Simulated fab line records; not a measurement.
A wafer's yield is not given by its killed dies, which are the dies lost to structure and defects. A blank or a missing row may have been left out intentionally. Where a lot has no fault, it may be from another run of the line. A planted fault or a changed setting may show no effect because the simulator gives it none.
Struck lot and sound lot, side by side	flow berkeley_cmos170	23 steps out of a route of 331
Sound: these wafers, L728.1, L728.2, L728.6. The struck wafers were L736.1, L736.3, L736.5. At the end, the cause is stated.
For every step that has rows: the tool of each side, followed by ch and its chambers, followed by its first start. Under that, the readings that differ: sound wafers	struck wafers	difference of the means	sigmas: that difference in standard deviations of wafers without a fault.
alike: a reading whose means differ by less than 2 such deviations, as well as words and numbers matching on both sides. not compared: withheld readings; readings where some wafer has no value; bounds like >300 that might hide an equal value; numbers whose values overlap and for which the record gives no deviation.
A row with sigmas, a row that says differs or no value, or rows on one side alone: a step with any of these is where the two part. Numbers that don't overlap but have no deviation are shown without sigmas and don't part them. A reading that every wafer of one side lacks parts them only if that side has two wafers or more.

first, 3 steps without rows for these wafers: UCB170_GATE_EXPOSE_09 (exposes mask POLY, target cd 350 nm); UCB170_GATE_PEB_10; UCB170_GATE_DEVELOP_11 (develop time 45 s).
UCB170_GATE_CD_MEAS_12: the cd target is 350 nm.
  struck on cd_sem-02, day 8 02:28; sound on cd_sem-01, day 6 15:13
  alike: cd_nm
UCB170_GATE_OVL_MEAS_13:
  struck on overlay-01, day 8 02:35; sound on overlay-02, day 6 15:20
  alike: GATE_OVL
UCB170_GATE_ETCH_14: etches BARC in N2/H2.
  sound on rie_diel-04 ch 0,1, day 6 15:23; struck on rie_diel-02 ch 0,2,3, day 8 02:37
  alike: drypump_motor_current_A, oes_product_au, throttle_valve_pct
UCB170_GATE_ETCH_15: etches poly-Si in HBr/Cl2, stops on SiO2, time 56.3 s, target depth 278.2 nm.
  sound on rie_si-02 ch 0,2, day 6 15:25; struck on rie_si-01 ch 0,3, day 8 02:39
  alike: drypump_motor_current_A, he_backside_leak_sccm, oes_product_au, throttle_valve_pct
  not compared: rf_hours_counter_h
UCB170_GATE_STRIP_16: strips in O2.
  sound on plasma_asher-04 ch 0,1, day 6 15:28; struck on plasma_asher-03 ch 0,1, day 8 02:42
  alike: drypump_motor_current_A, oes_product_au
  not compared: rf_hours_counter_h
UCB170_GATE_CD_MEAS_90: the cd target is 350 nm.
  struck on cd_sem-02, day 8 02:48; sound on cd_sem-01, day 6 15:35
  alike: cd_nm
then, 3 steps without rows for these wafers: UCB170_GATE_CLEAN_17 (cleans in SPM, time 600 s); UCB170_PLDD_HMDS_00 (prime time 60 s); UCB170_PLDD_COAT_01 (resist thk 900 nm).
UCB170_PLDD_SOFTBAKE_02: time 60 s.
  sound on litho_track-02 ch 0, day 6 18:00; struck on litho_track-02 ch 0, day 8 03:44
reading	sound	struck	difference	sigmas
heater_power_total_W (W)	56.84 56.80 56.85	59.47 59.59 59.53	+2.70	+59
plate_temp_C (C)	130.03 130.15 130.09	134.66 134.81 134.81	+4.67	+36
model.KrF_of_PLDD_COAT_01.thk_nm (nm)	900.3 901.6 896.6	892.4 891.7 891.3	-7.7	
then, 2 steps without rows for these wafers: UCB170_PLDD_EXPOSE_03 (exposes mask PSELECT, target cd 1200 nm); UCB170_PLDD_PEB_04.
UCB170_PLDD_DEVELOP_05: develop time 45 s.
  sound: litho_track-01 ch 0; struck: litho_track-02 ch 0
reading	sound	struck	difference	sigmas
model.KrF_of_PLDD_COAT_01.thk_nm (nm)	886.1 887.4 882.4	878.2 877.5 877.2	-7.7	
UCB170_PLDD_CD_MEAS_06: the cd target is 1200 nm.
  struck on cd_sem-01, day 8 04:46; sound on cd_sem-01, day 6 18:53
reading	sound	struck	difference	sigmas
cd_nm (nm)	1199.0 1198.8 1199.6	1211.5 1211.0 1211.7	+12.3	+9
  not compared: hold
UCB170_PLDD_OVL_MEAS_07:
  struck on overlay-02, day 8 07:05; sound on overlay-01, day 6 19:01
reading	sound	struck	difference	sigmas
hold	- - -	await_dispo/2.2h/release await_dispo/2.2h/release await_dispo/2.2h/release	no value on the sound wafers	
PLDD_OVL (nm)	4 -8 -3	11 10 14	+14	+3
then, 2 steps without rows for these wafers: UCB170_PLDD_IMPLANT_08; UCB170_PLDD_IMPLANT_09.
UCB170_PLDD_STRIP_10: strips in O2.
  sound on plasma_asher-03 ch 0,1, day 6 19:21; struck on plasma_asher-03 ch 0, day 8 07:25
reading	sound	struck	difference	sigmas
strip_time_to_endpoint_s (s)	21.63 21.66 21.54	21.43 21.42 21.40	-0.19	-3
  alike: drypump_motor_current_A, oes_product_au
  not compared: rf_hours_counter_h
UCB170_PLDD_TW_MEAS_11:
  struck on film_metro-04, day 8 07:31; sound on film_metro-02, day 6 19:27
  alike: PLDD_TW
UCB170_M3_PROBE_99:
  only the struck wafers here have rows in the record (prober-02, day 9 15:39); the sound ones have none

WHERE THEY PART
At UCB170_PLDD_SOFTBAKE_02 first; at UCB170_M3_PROBE_99 last (within this record only).

WHY: what the simulator had put in
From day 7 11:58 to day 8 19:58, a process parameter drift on litho_track-02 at UCB170_PLDD_SOFTBAKE_02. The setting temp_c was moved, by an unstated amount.
